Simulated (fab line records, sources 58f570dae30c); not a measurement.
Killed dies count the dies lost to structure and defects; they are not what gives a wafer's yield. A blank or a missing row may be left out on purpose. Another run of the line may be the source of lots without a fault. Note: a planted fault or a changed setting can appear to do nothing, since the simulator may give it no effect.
Which of the tools did it? / flow berkeleyCmos170 / 39 wafers from 13 lots sampled at 6 of the route's 331 steps

WHAT THE GAUGES READ, wafer by wafer
UCB170_PSD_TW_MEAS_10. Usual: PSD_TW 2336, standard deviation 15.
lot=L369; measured=day 7 13:10; on=filmMetro-02; PSD_TW=2310 2308 2313; flag=
lot=L368; measured=day 7 13:27; on=filmMetro-03; PSD_TW=2363 2352 2352; flag=
lot=L367; measured=day 7 13:33; on=filmMetro-02; PSD_TW=2326 2312 2319; flag=
lot=L371; measured=day 8 10:12; on=filmMetro-03; PSD_TW=2348 2351 2352; flag=
lot=L372; measured=day 8 10:19; on=filmMetro-04; PSD_TW=2354 2349 2352; flag=
lot=L376; measured=day 8 21:17; on=filmMetro-03; PSD_TW=2355 2346 2345; flag=
lot=L375; measured=day 8 21:46; on=filmMetro-03; PSD_TW=2343 2354 2334; flag=
lot=L373; measured=day 8 21:53; on=filmMetro-04; PSD_TW=2329 2342 2337; flag=
lot=L381; measured=day 10 00:27; on=filmMetro-04; PSD_TW=2338 2344 2339; flag=
lot=L380; measured=day 10 00:56; on=filmMetro-04; PSD_TW=2346 2332 2341; flag=
lot=L378; measured=day 10 00:58; on=filmMetro-02; PSD_TW=2309 2311 2327; flag=
lot=L377; measured=day 10 01:14; on=filmMetro-02; PSD_TW=2305 2318 2320; flag=
lot=L389; measured=day 11 19:28; on=filmMetro-04; PSD_TW=2343 2362 2338; flag=

UCB170_SDANNEAL_RS_MEAS_03: measurement is done with a four-point probe. Usual: NSD_RS 37.30 ohm/sq, standard deviation 0.094.
lot=L369; measured=day 7 17:34; on=filmMetro-04; NSD_RS (ohm/sq)=37.27 37.25 37.23; flag=
lot=L368; measured=day 7 19:26; on=filmMetro-02; NSD_RS (ohm/sq)=37.41 37.36 37.37; flag=
lot=L367; measured=day 7 19:25; on=filmMetro-03; NSD_RS (ohm/sq)=37.28 37.29 37.29; flag=
lot=L371; measured=day 8 13:41; on=filmMetro-02; NSD_RS (ohm/sq)=37.27 37.19 37.20; flag=
lot=L372; measured=day 8 14:11; on=filmMetro-03; NSD_RS (ohm/sq)=37.26 37.26 37.27; flag=
lot=L376; measured=day 9 00:20; on=filmMetro-03; NSD_RS (ohm/sq)=37.29 37.32 37.34; flag=
lot=L375; measured=day 9 00:43; on=filmMetro-02; NSD_RS (ohm/sq)=37.32 37.33 37.29; flag=
lot=L373; measured=day 9 00:52; on=filmMetro-03; NSD_RS (ohm/sq)=37.33 37.29 37.31; flag=
lot=L381; measured=day 10 05:00; on=filmMetro-03; NSD_RS (ohm/sq)=37.34 37.44 37.49; flag=
lot=L380; measured=day 10 05:40; on=filmMetro-02; NSD_RS (ohm/sq)=37.34 37.34 37.20; flag=
lot=L378; measured=day 10 05:10; on=filmMetro-02; NSD_RS (ohm/sq)=37.32 37.43 37.31; flag=
lot=L377; measured=day 10 05:41; on=filmMetro-04; NSD_RS (ohm/sq)=37.18 37.19 37.19; flag=
lot=L389; measured=day 12 00:28; on=filmMetro-04; NSD_RS (ohm/sq)=37.24 37.16 37.29; flag=

UCB170_M1_RS_MEAS_01: measurement is done with a four-point probe. Usual: M1_AL_RS 0.0485 ohm/sq, standard deviation 0.00052.
lot=L369; measured=day 8 01:52; on=filmMetro-03; M1_AL_RS (ohm/sq)=0.0478 0.0485 0.0479; flag=
lot=L368; measured=day 8 02:08; on=filmMetro-04; M1_AL_RS (ohm/sq)=0.0481 0.0482 0.0490; flag=
lot=L367; measured=day 8 02:22; on=filmMetro-02; M1_AL_RS (ohm/sq)=0.0484 0.0487 0.0487; flag=
lot=L371; measured=day 8 20:02; on=filmMetro-02; M1_AL_RS (ohm/sq)=0.0487 0.0484 0.0488; flag=
lot=L372; measured=day 8 21:40; on=filmMetro-02; M1_AL_RS (ohm/sq)=0.0489 0.0482 0.0483; flag=
lot=L376; measured=day 9 05:35; on=filmMetro-03; M1_AL_RS (ohm/sq)=0.0491 0.0489 0.0494; flag=
lot=L375; measured=day 9 07:23; on=filmMetro-03; M1_AL_RS (ohm/sq)=0.0490 0.0478 0.0484; flag=
lot=L373; measured=day 9 07:38; on=filmMetro-02; M1_AL_RS (ohm/sq)=0.0483 0.0484 0.0481; flag=
lot=L381; measured=day 10 10:19; on=filmMetro-02; M1_AL_RS (ohm/sq)=0.0488 0.0484 0.0479; flag=
lot=L380; measured=day 10 13:52; on=filmMetro-02; M1_AL_RS (ohm/sq)=0.0493 0.0494 0.0484; flag=
lot=L378; measured=day 10 12:48; on=filmMetro-02; M1_AL_RS (ohm/sq)=0.0482 0.0482 0.0492; flag=
lot=L377; measured=day 10 13:28; on=filmMetro-03; M1_AL_RS (ohm/sq)=0.0557 0.0481 0.0485; flag=OFF
lot=L389; measured=day 12 09:38; on=filmMetro-04; M1_AL_RS (ohm/sq)=0.0488 0.0484 0.0488; flag=

UCB170_M1_THK_MEAS_02: measures by xrf. Usual: M1_AL_THK 601 nm, standard deviation 6.9.
lot=L369; measured=day 8 01:59; on=filmMetro-03; M1_AL_THK (nm)=609 600 610; flag=
lot=L368; measured=day 8 02:14; on=filmMetro-04; M1_AL_THK (nm)=603 597 593; flag=
lot=L367; measured=day 8 02:28; on=filmMetro-02; M1_AL_THK (nm)=600 602 599; flag=
lot=L371; measured=day 8 20:08; on=filmMetro-02; M1_AL_THK (nm)=602 603 601; flag=
lot=L372; measured=day 8 21:47; on=filmMetro-02; M1_AL_THK (nm)=598 604 607; flag=
lot=L376; measured=day 9 05:42; on=filmMetro-03; M1_AL_THK (nm)=589 594 588; flag=
lot=L375; measured=day 9 07:29; on=filmMetro-03; M1_AL_THK (nm)=592 607 602; flag=
lot=L373; measured=day 9 07:46; on=filmMetro-02; M1_AL_THK (nm)=601 601 605; flag=
lot=L381; measured=day 10 10:26; on=filmMetro-02; M1_AL_THK (nm)=602 607 609; flag=
lot=L380; measured=day 10 13:59; on=filmMetro-02; M1_AL_THK (nm)=592 593 606; flag=
lot=L378; measured=day 10 12:55; on=filmMetro-02; M1_AL_THK (nm)=608 607 595; flag=
lot=L377; measured=day 10 13:34; on=filmMetro-03; M1_AL_THK (nm)=529 609 602; flag=OFF
lot=L389; measured=day 12 09:46; on=filmMetro-04; M1_AL_THK (nm)=590 599 590; flag=

WHAT TOOL EACH LOT RAN ON (gives the tool, then ch and the chambers of the sampled wafers, and finally the start)
lot=L369; UCB170_SDANNEAL_RTA_01=rtpAnneal-02 ch 0, day 7 17:23; UCB170_M1_SPUTTER_00=pvdSputter-04, day 8 01:48
lot=L368; UCB170_SDANNEAL_RTA_01=rtpAnneal-02 ch 0, day 7 19:14; UCB170_M1_SPUTTER_00=pvdSputter-02, day 8 02:02
lot=L367; UCB170_SDANNEAL_RTA_01=rtpAnneal-01 ch 0, day 7 19:13; UCB170_M1_SPUTTER_00=pvdSputter-03, day 8 02:17
lot=L371; UCB170_SDANNEAL_RTA_01=rtpAnneal-01 ch 0, day 8 13:31; UCB170_M1_SPUTTER_00=pvdSputter-03, day 8 19:57
lot=L372; UCB170_SDANNEAL_RTA_01=rtpAnneal-02 ch 0, day 8 13:59; UCB170_M1_SPUTTER_00=pvdSputter-02, day 8 21:35
lot=L376; UCB170_SDANNEAL_RTA_01=rtpAnneal-01 ch 0, day 9 00:10; UCB170_M1_SPUTTER_00=pvdSputter-03, day 9 05:31
lot=L375; UCB170_SDANNEAL_RTA_01=rtpAnneal-01 ch 0, day 9 00:31; UCB170_M1_SPUTTER_00=pvdSputter-03, day 9 07:18
lot=L373; UCB170_SDANNEAL_RTA_01=rtpAnneal-02 ch 0, day 9 00:41; UCB170_M1_SPUTTER_00=pvdSputter-04, day 9 07:34
lot=L381; UCB170_SDANNEAL_RTA_01=rtpAnneal-01 ch 0, day 10 04:49; UCB170_M1_SPUTTER_00=pvdSputter-02, day 10 10:14
lot=L380; UCB170_SDANNEAL_RTA_01=rtpAnneal-01 ch 0, day 10 05:29; UCB170_M1_SPUTTER_00=pvdSputter-04, day 10 13:49
lot=L378; UCB170_SDANNEAL_RTA_01=rtpAnneal-01 ch 0, day 10 04:59; UCB170_M1_SPUTTER_00=pvdSputter-02, day 10 12:44
lot=L377; UCB170_SDANNEAL_RTA_01=rtpAnneal-02 ch 0, day 10 05:23; UCB170_M1_SPUTTER_00=pvdSputter-03, day 10 13:22
lot=L389; UCB170_SDANNEAL_RTA_01=rtpAnneal-02 ch 0, day 12 00:17; UCB170_M1_SPUTTER_00=pvdSputter-04, day 12 09:34
- UCB170_SDANNEAL_RTA_01: time 5 s.
- UCB170_M1_SPUTTER_00: material Al, target thk 600 nm, time 80 s.

WHAT THE TOOLS THEMSELVES READ (means of the sampled wafers that have a number; where no wafer has one, the mark that the record gives instead)
UCB170_SDANNEAL_RTA_01. Usual: lampPowerPct 35.8 %, standard deviation 0.91; wafer_temp_C_max 1054.7, standard deviation 1.4.
lot=L369; tool=rtpAnneal-02; lampPowerPct (%)=36.7; wafer_temp_C_max=1055.0; flag=
lot=L368; tool=rtpAnneal-02; lampPowerPct (%)=36.7; wafer_temp_C_max=1054.6; flag=
lot=L367; tool=rtpAnneal-01; lampPowerPct (%)=34.9; wafer_temp_C_max=1053.9; flag=
lot=L371; tool=rtpAnneal-01; lampPowerPct (%)=34.9; wafer_temp_C_max=1053.9; flag=
lot=L372; tool=rtpAnneal-02; lampPowerPct (%)=36.7; wafer_temp_C_max=1055.7; flag=
lot=L376; tool=rtpAnneal-01; lampPowerPct (%)=34.9; wafer_temp_C_max=1053.2; flag=
lot=L375; tool=rtpAnneal-01; lampPowerPct (%)=35.0; wafer_temp_C_max=1054.3; flag=
lot=L373; tool=rtpAnneal-02; lampPowerPct (%)=36.7; wafer_temp_C_max=1055.4; flag=
lot=L381; tool=rtpAnneal-01; lampPowerPct (%)=34.9; wafer_temp_C_max=1054.0; flag=
lot=L380; tool=rtpAnneal-01; lampPowerPct (%)=34.9; wafer_temp_C_max=1053.8; flag=
lot=L378; tool=rtpAnneal-01; lampPowerPct (%)=34.9; wafer_temp_C_max=1054.4; flag=
lot=L377; tool=rtpAnneal-02; lampPowerPct (%)=36.8; wafer_temp_C_max=1056.3; flag=
lot=L389; tool=rtpAnneal-02; lampPowerPct (%)=36.7; wafer_temp_C_max=1055.3; flag=

UCB170_M1_SPUTTER_00. Usual: throttleValvePct 30.0 %, standard deviation 1.4.
lot=L369; tool=pvdSputter-04; throttleValvePct (%)=31.1; flag=
lot=L368; tool=pvdSputter-02; throttleValvePct (%)=28.4; flag=
lot=L367; tool=pvdSputter-03; throttleValvePct (%)=30.4; flag=
lot=L371; tool=pvdSputter-03; throttleValvePct (%)=29.8; flag=
lot=L372; tool=pvdSputter-02; throttleValvePct (%)=28.9; flag=
lot=L376; tool=pvdSputter-03; throttleValvePct (%)=30.2; flag=
lot=L375; tool=pvdSputter-03; throttleValvePct (%)=29.7; flag=
lot=L373; tool=pvdSputter-04; throttleValvePct (%)=31.3; flag=
lot=L381; tool=pvdSputter-02; throttleValvePct (%)=28.2; flag=
lot=L380; tool=pvdSputter-04; throttleValvePct (%)=31.3; flag=
lot=L378; tool=pvdSputter-02; throttleValvePct (%)=28.4; flag=
lot=L377; tool=pvdSputter-03; throttleValvePct (%)=30.1; flag=
lot=L389; tool=pvdSputter-04; throttleValvePct (%)=31.0; flag=

THE ANSWER, worked out from the rows above alone
Rule: a lot counts as off when the mean over its wafers that have a number is more than 3 standard deviations away from the usual mean. A lot without any number at a reading at which 4 lots or more have one is off too. Where the step has rows for the other lots, those lots are counted as sound. First the gauges in route order, then the tools' own readings, where a lot's mean is used as printed above. The first step at which some lot is off is used, and at that step the reading that is off furthest; a lot without a number counts as furthest.
Off: L377, at UCB170_M1_RS_MEAS_01 (M1_AL_RS).
A tool fits if, at a process step before that reading, it ran every lot that is off, and no sound lot after the first of them. The gauges at UCB170_M1_RS_MEAS_01 are tried like those tools. This does not decide it: 2 tools fit, namely pvdSputter-03 at UCB170_M1_SPUTTER_00 and filmMetro-03 at UCB170_M1_RS_MEAS_01.

WHAT THE SIMULATOR PUT IN
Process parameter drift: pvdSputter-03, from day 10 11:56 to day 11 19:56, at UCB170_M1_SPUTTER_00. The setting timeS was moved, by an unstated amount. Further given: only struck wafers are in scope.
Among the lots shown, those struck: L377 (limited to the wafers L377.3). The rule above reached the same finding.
